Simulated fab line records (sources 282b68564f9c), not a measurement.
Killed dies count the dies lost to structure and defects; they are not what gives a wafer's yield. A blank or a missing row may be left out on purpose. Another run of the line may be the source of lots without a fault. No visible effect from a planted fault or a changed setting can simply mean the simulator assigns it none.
The tool behind it: which one? || flow ritCmos || 14 lots, 42 wafers sampled, at 1 step of a route of 202

## WHAT EACH GAUGE READ, for each wafer
Not one reading of a measure or inspect step in the record can be checked against a usual standard deviation.

## EACH LOT AND THE TOOL THAT RAN IT (in order: tool; ch and the chambers of the sampled wafers; start)
{"lot": "L596", "RIT_GATE_SOFTBAKE_12": "lithoTrack-02 ch 0, day 2 14:51"}
{"lot": "L597", "RIT_GATE_SOFTBAKE_12": "lithoTrack-02 ch 0, day 2 17:34"}
{"lot": "L598", "RIT_GATE_SOFTBAKE_12": "lithoTrack-02 ch 0, day 3 00:16"}
{"lot": "L599", "RIT_GATE_SOFTBAKE_12": "lithoTrack-01 ch 0, day 3 07:07"}
{"lot": "L600", "RIT_GATE_SOFTBAKE_12": "lithoTrack-01 ch 0, day 3 10:16"}
{"lot": "L603", "RIT_GATE_SOFTBAKE_12": "lithoTrack-03 ch 0, day 4 00:23"}
{"lot": "L607", "RIT_GATE_SOFTBAKE_12": "lithoTrack-01 ch 0, day 4 20:52"}
{"lot": "L609", "RIT_GATE_SOFTBAKE_12": "lithoTrack-01 ch 0, day 5 06:24"}
{"lot": "L610", "RIT_GATE_SOFTBAKE_12": "lithoTrack-03 ch 0, day 5 09:52"}
{"lot": "L611", "RIT_GATE_SOFTBAKE_12": "lithoTrack-02 ch 0, day 5 23:31"}
{"lot": "L612", "RIT_GATE_SOFTBAKE_12": "lithoTrack-02 ch 0, day 6 02:49"}
{"lot": "L616", "RIT_GATE_SOFTBAKE_12": "lithoTrack-02 ch 0, day 6 20:44"}
{"lot": "L618", "RIT_GATE_SOFTBAKE_12": "lithoTrack-02 ch 0, day 7 08:06"}
{"lot": "L619", "RIT_GATE_SOFTBAKE_12": "lithoTrack-03 ch 0, day 7 11:34"}
- RIT_GATE_SOFTBAKE_12: time 60 s.

## WHAT THE TOOLS THEMSELVES READ (means of the sampled wafers that have a number; where no wafer has one, the mark that the record gives instead)
RIT_GATE_SOFTBAKE_12. Usual: heaterPowerTotalW 34.56 W, standard deviation 0.052; plateTempC 89.97 C, standard deviation 0.13.
{"lot": "L596", "tool": "lithoTrack-02", "heaterPowerTotalW (W)": 34.62, "plateTempC (C)": 89.99, "flag": ""}
{"lot": "L597", "tool": "lithoTrack-02", "heaterPowerTotalW (W)": 34.50, "plateTempC (C)": 89.81, "flag": ""}
{"lot": "L598", "tool": "lithoTrack-02", "heaterPowerTotalW (W)": 34.55, "plateTempC (C)": 90.06, "flag": ""}
{"lot": "L599", "tool": "lithoTrack-01", "heaterPowerTotalW (W)": 34.52, "plateTempC (C)": 89.89, "flag": ""}
{"lot": "L600", "tool": "lithoTrack-01", "heaterPowerTotalW (W)": 34.56, "plateTempC (C)": 90.03, "flag": ""}
{"lot": "L603", "tool": "lithoTrack-03", "heaterPowerTotalW (W)": 34.57, "plateTempC (C)": 90.08, "flag": ""}
{"lot": "L607", "tool": "lithoTrack-01", "heaterPowerTotalW (W)": 35.07, "plateTempC (C)": 90.85, "flag": "OFF"}
{"lot": "L609", "tool": "lithoTrack-01", "heaterPowerTotalW (W)": 35.07, "plateTempC (C)": 90.83, "flag": "OFF"}
{"lot": "L610", "tool": "lithoTrack-03", "heaterPowerTotalW (W)": 34.50, "plateTempC (C)": 90.02, "flag": ""}
{"lot": "L611", "tool": "lithoTrack-02", "heaterPowerTotalW (W)": 34.58, "plateTempC (C)": 89.90, "flag": ""}
{"lot": "L612", "tool": "lithoTrack-02", "heaterPowerTotalW (W)": 34.50, "plateTempC (C)": 90.13, "flag": ""}
{"lot": "L616", "tool": "lithoTrack-02", "heaterPowerTotalW (W)": 34.57, "plateTempC (C)": 90.13, "flag": ""}
{"lot": "L618", "tool": "lithoTrack-02", "heaterPowerTotalW (W)": 34.60, "plateTempC (C)": 89.95, "flag": ""}
{"lot": "L619", "tool": "lithoTrack-03", "heaterPowerTotalW (W)": 34.56, "plateTempC (C)": 89.95, "flag": ""}

## THE ANSWER, worked out from the rows above alone
Rule: a lot counts as off when the mean over its wafers that have a number is more than 3 standard deviations away from the usual mean. Also off: a lot with no number at a reading for which 4 or more lots have one. Any other lot the step has rows for is counted as sound. After the gauges, taken in route order, come the tools' own readings; for these a lot's mean is taken, as printed above. At the first step where some lot is off, the reading lying furthest off is the one used; lots without a number count as furthest.
Off, at RIT_GATE_SOFTBAKE_12 on heaterPowerTotalW: L607, L609.
A tool fits if, at that step or a process step before it, it ran every lot that is off, and no sound lot after the first of them. One fits: lithoTrack-01 at RIT_GATE_SOFTBAKE_12. Its last sound lot is L600 (day 3 10:16), its first lot that is off L607 (day 4 20:52): a fault that began between those two fits.
The tool's own readings at RIT_GATE_SOFTBAKE_12 bear it out: on the lots that are off they differ by more than 5 times the standard deviation of the sound lots' means. heaterPowerTotalW reads 35.07 W there against 34.55 W on the sound lots; plateTempC reads 90.84 C there against 90.00 C on the sound lots.

## WHAT THE SIMULATOR HAD INSERTED
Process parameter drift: lithoTrack-01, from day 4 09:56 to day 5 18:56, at RIT_GATE_SOFTBAKE_12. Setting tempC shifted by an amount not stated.
Struck lots among those shown: L607, L609. The rule above found the same.
